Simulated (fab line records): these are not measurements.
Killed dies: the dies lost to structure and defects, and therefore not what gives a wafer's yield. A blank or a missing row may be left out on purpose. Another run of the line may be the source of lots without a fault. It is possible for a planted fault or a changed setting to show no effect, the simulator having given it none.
2 desks, one fault -- flow rit-cmos -- numbers are kept per desk, each desk with only its own; the story behind them comes last

## AT THE METROLOGY DESK
What the gauges read for every lot (on any tool): the sampled wafers with a number, averaged. A lot is out of limits, marked OUT, if its mean lies more than 4 standard deviations from the usual mean; the brackets give that distance.
Columns: A = NLDD_TW at RIT_NLDD_TW_MEAS_10, usual 2506; B = NLDD_RS at RIT_SDANNEAL_RS_MEAS_07, usual 151.6 ohm/sq
lot,first seen here,A,B
L630,day 3 02:04,2483,151.1
L631,day 3 08:14,2517,151.0
L632,day 3 14:44,2475,151.9
L633,day 3 21:54,2477,151.0
L634,day 4 00:23,2531,151.9
L635,day 4 06:13,2520,151.6
L636,day 4 09:59,2485,151.9
L637,day 4 11:51,2489,150.9
L638,day 4 21:49,2493,151.2
L639,day 5 02:25,2486,151.7
L640,day 5 07:46,2484,152.0
L646,day 6 20:12,2334 (-6.6) OUT,154.9 (+6.4) OUT
L649,day 7 11:48,2398 (-4.2) OUT,155.2 (+6.9) OUT
L651,day 8 07:52,2497,151.3
This desk finds L646, L649 out of limits, with the earliest case on L646 at day 6 20:12 (NLDD_TW at RIT_NLDD_TW_MEAS_10). In limits: L630, L631, L632, L633, L634, L635, L636, L637, L638, L639, L640, L651.

## TOOL OWNER'S DESK, implanter-02
For each lot that ran on this tool, the mean over its sampled wafers that have a number, from the tool's own readings at RIT_NLDD_IMPLANT_08. A lot is out of limits, marked OUT, if its mean lies more than 4 standard deviations from the usual mean; the brackets give that distance.
Columns: A = beam-energy-keV at RIT_NLDD_IMPLANT_08, usual 20.001
lot,first seen here,A
L630,day 3 01:45,20.002
L633,day 3 21:35,20.005
L638,day 4 21:31,20.002
L640,day 5 07:27,19.998
L646,day 6 19:53,16.401 (-99 or more) OUT
L649,day 7 11:31,16.397 (-99 or more) OUT
This desk's verdict: out of limits on L646, L649, starting with L646 at day 6 19:53 (beam-energy-keV at RIT_NLDD_IMPLANT_08). In limits: L630, L633, L638, L640.

## PUT TOGETHER
The tool owner's desk could have raised an alarm at day 6 19:53, on L646, L649.
An alarm was possible from the metrology desk at day 6 20:12, on L646, L649.
RIT_NLDD_IMPLANT_08 was run on implanter-02 by each of the lots named.

## WHAT THE SIMULATOR HAD PUT IN
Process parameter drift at RIT_NLDD_IMPLANT_08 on implanter-02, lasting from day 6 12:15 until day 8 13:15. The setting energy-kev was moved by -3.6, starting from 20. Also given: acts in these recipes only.
Shown lots that were struck: L646, L649.
Time in hours from fault onset to the first out-of-limits reading at each desk: tool owner's desk 8, metrology desk 8.
